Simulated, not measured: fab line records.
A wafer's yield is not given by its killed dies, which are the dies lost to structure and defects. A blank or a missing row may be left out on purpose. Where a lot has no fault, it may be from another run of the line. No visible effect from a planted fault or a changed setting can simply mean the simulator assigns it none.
Which of the tools did it? / flow ritCmos / 14 lots, 42 wafers sampled, at 4 steps of a route of 202

== WHAT EACH GAUGE READ, for each wafer ==
RIT_M1_CD_MEAS_90 targets a cd of 2600 nm.
lot=L201; measured=day 3 07:52; on=cdSem-02; cdNm (nm)=2602.2 2601.9 2603.6
lot=L202; measured=day 3 11:13; on=cdSem-01; cdNm (nm)=2602.5 2598.2 2598.4
lot=L203; measured=day 3 18:23; on=cdSem-02; cdNm (nm)=2601.6 2602.7 2601.1
lot=L204; measured=day 3 21:51; on=cdSem-01; cdNm (nm)=2595.3 2600.1 2597.2
lot=L206; measured=day 4 07:50; on=cdSem-02; cdNm (nm)=2599.4 2598.8 2597.3
lot=L208; measured=day 4 20:42; on=cdSem-01; cdNm (nm)=2603.8 2602.4 2602.1
lot=L211; measured=day 5 11:11; on=cdSem-01; cdNm (nm)=2601.6 2600.6 2598.3
lot=L215; measured=day 6 14:26; on=cdSem-02; cdNm (nm)=2603.1 2603.4 2599.7
lot=L216; measured=day 6 19:13; on=cdSem-02; cdNm (nm)=2599.0 2596.2 2597.0
lot=L218; measured=day 7 03:08; on=cdSem-02; cdNm (nm)=2599.9 2600.5 2599.5
lot=L219; measured=day 7 09:41; on=cdSem-02; cdNm (nm)=2599.8 2598.6 2600.1
lot=L220; measured=day 7 15:12; on=cdSem-02; cdNm (nm)=2598.6 2601.7 2600.8
lot=L223; measured=day 8 02:12; on=cdSem-02; cdNm (nm)=2599.3 2598.3 2599.2
lot=L224; measured=day 8 03:50; on=cdSem-02; cdNm (nm)=2601.5 2601.3 2599.4

== EACH LOT AND THE TOOL THAT RAN IT (in order: tool; ch and the chambers of the sampled wafers; start) ==
lot=L201; RIT_PLDD_STRIP_09=plasmaAsher-01 ch 0,1, day 2 20:00; RIT_PSD_STRIP_09=plasmaAsher-04 ch 0,1, day 3 01:28; RIT_M1_STRIP_14=plasmaAsher-03 ch 0,1, day 3 07:41
lot=L202; RIT_PLDD_STRIP_09=plasmaAsher-02 ch 0,1, day 2 23:19; RIT_PSD_STRIP_09=plasmaAsher-04 ch 0,1, day 3 04:47; RIT_M1_STRIP_14=plasmaAsher-02 ch 1, day 3 11:02
lot=L203; RIT_PLDD_STRIP_09=plasmaAsher-01 ch 0,1, day 3 06:32; RIT_PSD_STRIP_09=plasmaAsher-01 ch 0,1, day 3 12:00; RIT_M1_STRIP_14=plasmaAsher-02 ch 0,1, day 3 18:13
lot=L204; RIT_PLDD_STRIP_09=plasmaAsher-03 ch 0,1, day 3 09:40; RIT_PSD_STRIP_09=plasmaAsher-04 ch 0,1, day 3 15:19; RIT_M1_STRIP_14=plasmaAsher-03 ch 0,1, day 3 21:41
lot=L206; RIT_PLDD_STRIP_09=plasmaAsher-03 ch 0,1, day 3 20:00; RIT_PSD_STRIP_09=plasmaAsher-02 ch 0,1, day 4 01:29; RIT_M1_STRIP_14=plasmaAsher-03 ch 0,1, day 4 07:40
lot=L208; RIT_PLDD_STRIP_09=plasmaAsher-02 ch 0,1, day 4 08:55; RIT_PSD_STRIP_09=plasmaAsher-02 ch 0, day 4 14:26; RIT_M1_STRIP_14=plasmaAsher-01 ch 0,1, day 4 20:32
lot=L211; RIT_PLDD_STRIP_09=plasmaAsher-02 ch 0,1, day 4 23:17; RIT_PSD_STRIP_09=plasmaAsher-01 ch 0,1, day 5 04:55; RIT_M1_STRIP_14=plasmaAsher-01 ch 0,1, day 5 11:01
lot=L215; RIT_PLDD_STRIP_09=plasmaAsher-02 ch 0,1, day 6 01:35; RIT_PSD_STRIP_09=plasmaAsher-01 ch 0,1, day 6 07:09; RIT_M1_STRIP_14=plasmaAsher-02 ch 0,1, day 6 14:16
lot=L216; RIT_PLDD_STRIP_09=plasmaAsher-03 ch 0,1, day 6 07:09; RIT_PSD_STRIP_09=plasmaAsher-02 ch 0,1, day 6 12:53; RIT_M1_STRIP_14=plasmaAsher-03 ch 0,1, day 6 19:03
lot=L218; RIT_PLDD_STRIP_09=plasmaAsher-02 ch 0,1, day 6 14:47; RIT_PSD_STRIP_09=plasmaAsher-02 ch 0,1, day 6 20:40; RIT_M1_STRIP_14=plasmaAsher-02 ch 0,1, day 7 02:57
lot=L219; RIT_PLDD_STRIP_09=plasmaAsher-02 ch 0,1, day 6 21:23; RIT_PSD_STRIP_09=plasmaAsher-04 ch 0, day 7 03:00; RIT_M1_STRIP_14=plasmaAsher-03 ch 0, day 7 09:30
lot=L220; RIT_PLDD_STRIP_09=plasmaAsher-03 ch 0,1, day 7 02:50; RIT_PSD_STRIP_09=plasmaAsher-04 ch 0,1, day 7 09:01; RIT_M1_STRIP_14=plasmaAsher-03 ch 0,1, day 7 15:02
lot=L223; RIT_PLDD_STRIP_09=plasmaAsher-03 ch 0,1, day 7 13:52; RIT_PSD_STRIP_09=plasmaAsher-01 ch 0,1, day 7 19:45; RIT_M1_STRIP_14=plasmaAsher-01 ch 0,1, day 8 02:02
lot=L224; RIT_PLDD_STRIP_09=plasmaAsher-02 ch 0,1, day 7 15:47; RIT_PSD_STRIP_09=plasmaAsher-02 ch 0,1, day 7 21:24; RIT_M1_STRIP_14=plasmaAsher-03 ch 0,1, day 8 03:41
- RIT_PLDD_STRIP_09: strips in O2, time 180 s.
- RIT_PSD_STRIP_09: strips in O2, time 180 s.
- RIT_M1_STRIP_14: strips in O2, time 180 s.

== WHAT THE TOOLS THEMSELVES READ (means of the sampled wafers that have a number; where no wafer has one, the mark that the record gives instead) ==
RIT_PLDD_STRIP_09.
lot=L201; tool=plasmaAsher-01; drypumpMotorCurrentA (A)=4.9; runLengthS (s)=208.9
lot=L202; tool=plasmaAsher-02; drypumpMotorCurrentA (A)=5.6; runLengthS (s)=208.2
lot=L203; tool=plasmaAsher-01; drypumpMotorCurrentA (A)=4.9; runLengthS (s)=209.0
lot=L204; tool=plasmaAsher-03; drypumpMotorCurrentA (A)=5.9; runLengthS (s)=208.7
lot=L206; tool=plasmaAsher-03; drypumpMotorCurrentA (A)=5.4; runLengthS (s)=208.5
lot=L208; tool=plasmaAsher-02; drypumpMotorCurrentA (A)=5.9; runLengthS (s)=208.5
lot=L211; tool=plasmaAsher-02; drypumpMotorCurrentA (A)=5.6; runLengthS (s)=208.1
lot=L215; tool=plasmaAsher-02; drypumpMotorCurrentA (A)=5.6; runLengthS (s)=208.4
lot=L216; tool=plasmaAsher-03; drypumpMotorCurrentA (A)=5.8; runLengthS (s)=208.9
lot=L218; tool=plasmaAsher-02; drypumpMotorCurrentA (A)=5.9; runLengthS (s)=208.7
lot=L219; tool=plasmaAsher-02; drypumpMotorCurrentA (A)=5.9; runLengthS (s)=208.7
lot=L220; tool=plasmaAsher-03; drypumpMotorCurrentA (A)=5.5; runLengthS (s)=208.4
lot=L223; tool=plasmaAsher-03; drypumpMotorCurrentA (A)=5.8; runLengthS (s)=208.6
lot=L224; tool=plasmaAsher-02; drypumpMotorCurrentA (A)=5.6; runLengthS (s)=208.1

RIT_PSD_STRIP_09.
lot=L201; tool=plasmaAsher-04; drypumpMotorCurrentA (A)=6.0; runLengthS (s)=208.4
lot=L202; tool=plasmaAsher-04; drypumpMotorCurrentA (A)=5.5; runLengthS (s)=208.2
lot=L203; tool=plasmaAsher-01; drypumpMotorCurrentA (A)=4.9; runLengthS (s)=209.0
lot=L204; tool=plasmaAsher-04; drypumpMotorCurrentA (A)=6.0; runLengthS (s)=208.0
lot=L206; tool=plasmaAsher-02; drypumpMotorCurrentA (A)=5.9; runLengthS (s)=208.6
lot=L208; tool=plasmaAsher-02; drypumpMotorCurrentA (A)=5.3; runLengthS (s)=208.0
lot=L211; tool=plasmaAsher-01; drypumpMotorCurrentA (A)=5.1; runLengthS (s)=208.9
lot=L215; tool=plasmaAsher-01; drypumpMotorCurrentA (A)=5.1; runLengthS (s)=208.8
lot=L216; tool=plasmaAsher-02; drypumpMotorCurrentA (A)=5.6; runLengthS (s)=208.3
lot=L218; tool=plasmaAsher-02; drypumpMotorCurrentA (A)=5.6; runLengthS (s)=208.3
lot=L219; tool=plasmaAsher-04; drypumpMotorCurrentA (A)=5.0; runLengthS (s)=208.9
lot=L220; tool=plasmaAsher-04; drypumpMotorCurrentA (A)=5.5; runLengthS (s)=208.4
lot=L223; tool=plasmaAsher-01; drypumpMotorCurrentA (A)=4.9; runLengthS (s)=209.0
lot=L224; tool=plasmaAsher-02; drypumpMotorCurrentA (A)=5.9; runLengthS (s)=208.5

RIT_M1_STRIP_14.
lot=L201; tool=plasmaAsher-03; drypumpMotorCurrentA (A)=5.4; runLengthS (s)=208.4
lot=L202; tool=plasmaAsher-02; drypumpMotorCurrentA (A)=6.2; runLengthS (s)=208.8
lot=L203; tool=plasmaAsher-02; drypumpMotorCurrentA (A)=5.6; runLengthS (s)=208.2
lot=L204; tool=plasmaAsher-03; drypumpMotorCurrentA (A)=5.4; runLengthS (s)=208.5
lot=L206; tool=plasmaAsher-03; drypumpMotorCurrentA (A)=5.5; runLengthS (s)=208.3
lot=L208; tool=plasmaAsher-01; drypumpMotorCurrentA (A)=4.9; runLengthS (s)=208.9
lot=L211; tool=plasmaAsher-01; drypumpMotorCurrentA (A)=5.1; runLengthS (s)=208.9
lot=L215; tool=plasmaAsher-02; drypumpMotorCurrentA (A)=5.6; runLengthS (s)=218.0
lot=L216; tool=plasmaAsher-03; drypumpMotorCurrentA (A)=5.4; runLengthS (s)=208.5
lot=L218; tool=plasmaAsher-02; drypumpMotorCurrentA (A)=5.6; runLengthS (s)=218.2
lot=L219; tool=plasmaAsher-03; drypumpMotorCurrentA (A)=6.3; runLengthS (s)=209.1
lot=L220; tool=plasmaAsher-03; drypumpMotorCurrentA (A)=5.9; runLengthS (s)=208.9
lot=L223; tool=plasmaAsher-01; drypumpMotorCurrentA (A)=5.1; runLengthS (s)=208.9
lot=L224; tool=plasmaAsher-03; drypumpMotorCurrentA (A)=5.5; runLengthS (s)=208.6

== THE ANSWER, worked out from the rows above alone ==
Rule: the usual values come from the lots themselves. Put in order of their means at a reading, lots are off if they are a third of the lots or fewer, leave a main group of 4 or more, and stand apart from it by a gap of 3 or more times the standard deviation of the main group's means; of several such gaps the widest counts. The tables above print the reading to a certain number of digits; a main group whose means all agree to those digits is not used. A lot without any number at a reading at which 4 lots or more have one is off too. Any other lot the step has rows for is counted as sound. After the gauges, taken in route order, come the tools' own readings; for these a lot's mean is taken, as printed above. The first step at which some lot is off is used, and at that step the reading that is off furthest; a lot without a number counts as furthest.
Off: L215, L218 (RIT_M1_STRIP_14, runLengthS). For the main group the mean is 208.7 s and the standard deviation 0.27.
A tool fits if, at that step or a process step before it, it ran every lot that is off, and no sound lot after the first of them. One candidate fits, namely plasmaAsher-02 at RIT_M1_STRIP_14. Its last sound lot is L203 (day 3 18:13), its first lot that is off L215 (day 6 14:16): a fault that began between those two fits.
The tool's own readings at RIT_M1_STRIP_14 bear it out: on the lots that are off they differ by more than 5 times the standard deviation of the sound lots' means. runLengthS reads 218.1 s there against 208.7 s on the sound lots.

== WHAT THE SIMULATOR HAD PUT IN ==
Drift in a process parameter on plasmaAsher-02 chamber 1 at RIT_M1_STRIP_14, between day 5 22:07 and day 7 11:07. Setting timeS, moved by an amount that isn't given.
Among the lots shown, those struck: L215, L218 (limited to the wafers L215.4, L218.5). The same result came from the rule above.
